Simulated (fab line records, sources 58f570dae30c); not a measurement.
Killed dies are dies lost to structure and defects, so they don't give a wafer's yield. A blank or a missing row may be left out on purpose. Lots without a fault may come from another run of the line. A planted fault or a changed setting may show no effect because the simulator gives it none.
Which tool did it? | flow berkeley_cmos170 | 7 lots, 21 wafers sampled, at 1 step of a route of 331

WHAT THE GAUGES READ, wafer by wafer
UCB170_START_BOW_MEAS_00.
lot  | measured    | on            | INCOMING_BOW (um)
L139 | day 1 15:01 | film_metro-02 | 1 -4 2
L141 | day 2 01:00 | film_metro-01 | 0 3 -6
L143 | day 2 11:01 | film_metro-02 | -8 3 -4
L145 | day 2 21:00 | film_metro-02 | -6 -11 5
L150 | day 3 22:01 | film_metro-01 | -11 -2 -5
L156 | day 5 04:02 | film_metro-02 | 6 5 -1
L161 | day 6 05:00 | film_metro-04 | -10 9 1

WHICH TOOL RAN EACH LOT (tool, then ch and the chambers of the sampled wafers, then the start)
The record holds no process step before these readings.

THE ANSWER, worked out from the rows above alone
Rule: what is usual is taken from the lots themselves. Put in order of their means at a reading, lots are off if they are a third of the lots or fewer, leave a main group of 4 or more, and stand apart from it by a gap of 3 or more times the standard deviation of the main group's means; of several such gaps the widest counts. A main group whose means are all the same, to the digits that the tables above print for the reading, isn't used. A lot without any number at a reading at which 4 lots or more have one is off too. The other lots that the step has rows for count as sound.
No lot is off at any reading shown: from this, nothing can be told.

WHAT THE SIMULATOR HAD PUT IN
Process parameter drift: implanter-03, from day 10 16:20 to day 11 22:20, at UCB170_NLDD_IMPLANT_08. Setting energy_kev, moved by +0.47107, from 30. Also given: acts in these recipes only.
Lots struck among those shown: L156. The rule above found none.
